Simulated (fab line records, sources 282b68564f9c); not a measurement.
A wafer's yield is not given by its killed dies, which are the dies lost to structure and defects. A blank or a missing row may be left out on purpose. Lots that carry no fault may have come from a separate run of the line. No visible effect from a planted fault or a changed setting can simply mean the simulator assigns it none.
What tool caused it? / flow rit_cmos / 27 wafers sampled from 9 lots at 1 step of a route of 202

WHAT EACH GAUGE READ, for each wafer
RIT_SILICIDE_THK_MEAS_03: measures by xrf.
lot=L419; measured=day 3 05:59; on=film_metro-03; SILICIDE_TI_THK (nm)=29.4 28.9 29.5
lot=L420; measured=day 3 08:50; on=film_metro-01; SILICIDE_TI_THK (nm)=30.5 30.4 30.3
lot=L421; measured=day 3 13:41; on=film_metro-03; SILICIDE_TI_THK (nm)=29.7 30.1 30.0
lot=L422; measured=day 3 21:31; on=film_metro-04; SILICIDE_TI_THK (nm)=29.4 29.5 29.5
lot=L423; measured=day 4 00:02; on=film_metro-03; SILICIDE_TI_THK (nm)=29.1 29.0 28.8
lot=L429; measured=day 5 09:27; on=film_metro-01; SILICIDE_TI_THK (nm)=31.5 30.8 31.4
lot=L432; measured=day 5 23:05; on=film_metro-01; SILICIDE_TI_THK (nm)=31.3 31.6 31.5
lot=L433; measured=day 6 03:06; on=film_metro-01; SILICIDE_TI_THK (nm)=31.0 31.4 31.5
lot=L441; measured=day 7 18:49; on=film_metro-03; SILICIDE_TI_THK (nm)=29.0 29.3 29.2

EACH LOT AND THE TOOL THAT RAN IT (in order: tool; ch and the chambers of the sampled wafers; start)
The record holds no process step before these readings.

WHAT THE TOOLS THEMSELVES READ (means of the sampled wafers that have a number; where no wafer has one, the mark that the record gives instead)
The record holds no such reading with a usual standard deviation.

THE ANSWER, worked out from the rows above alone
Rule: the usual values come from the lots themselves. Put in order of their means at a reading, lots are off if they are a third of the lots or fewer, leave a main group of 4 or more, and stand apart from it by a gap of 3 or more times the standard deviation of the main group's means; of several such gaps the widest counts. If all means in a main group match to the digits the tables above print for the reading, that group is not used. Also off: a lot with no number at a reading for which 4 or more lots have one. Any other lot the step has rows for is counted as sound. The gauges are gone through in route order, then the tools' own readings, and for those a lot's mean is taken as printed above. At the first step where some lot is off, the reading lying furthest off is the one used; lots without a number count as furthest.
None of the lots is off at any reading shown; this tells nothing.

WHAT THE SIMULATOR PUT IN
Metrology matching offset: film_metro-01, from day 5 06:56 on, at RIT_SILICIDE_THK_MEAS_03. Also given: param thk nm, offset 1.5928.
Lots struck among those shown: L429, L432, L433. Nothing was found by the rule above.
